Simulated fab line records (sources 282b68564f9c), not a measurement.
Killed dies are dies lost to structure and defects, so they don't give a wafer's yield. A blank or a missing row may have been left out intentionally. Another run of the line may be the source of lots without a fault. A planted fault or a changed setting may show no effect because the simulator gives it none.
Matching of chambers -- flow ritCmos -- 3 sister chambers for RIT_GATE_ETCH_19 on rieSi-01
The step etches poly-Si in SF6/CHF3/O2, stops on SiO2, time 170.6 s, target depth 312.5 nm. 3 wafers are shown with their chamber, then 6 later ones without.

## WAFERS WITH THEIR CHAMBER
wafer,chamber,drypumpMotorCurrentA (A)
L436.1,1,6.3
L436.3,3,4.8
L440.4,2,6.0

## WAFERS MISSING THEIR CHAMBER
wafer,drypumpMotorCurrentA (A)
L440.5,4.9
L444.3,6.3
L444.6,6.1
L446.3,6.0
L446.4,4.9
L446.6,6.0

## THE CHAMBER EACH PASSED THROUGH
wafer,from the rows above,in truth
L440.5,3,3
L444.3,1,1
L444.6,can't be placed: 2 or 1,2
L446.3,2,2
L446.4,3,3
L446.6,2,2
Correct placement for 5 of the 6. Can't be placed from these rows: 1 (the true chamber is among the candidates in 1). 0 placed wrongly.
How it was worked out, from the rows above alone: a wafer's distance from a chamber is the root of the sum, over the readings, of the square of ((its reading less the chamber's mean) divided by the reading's scatter). If the next closest chamber is less than 2 further off than the closest, the wafer can't be placed; otherwise it belongs to the closest. A chamber's mean is the mean of its shown wafers. The scatter: with one shown wafer a chamber, the root of the mean of the squares of how far each hidden wafer lies from its nearest shown one.
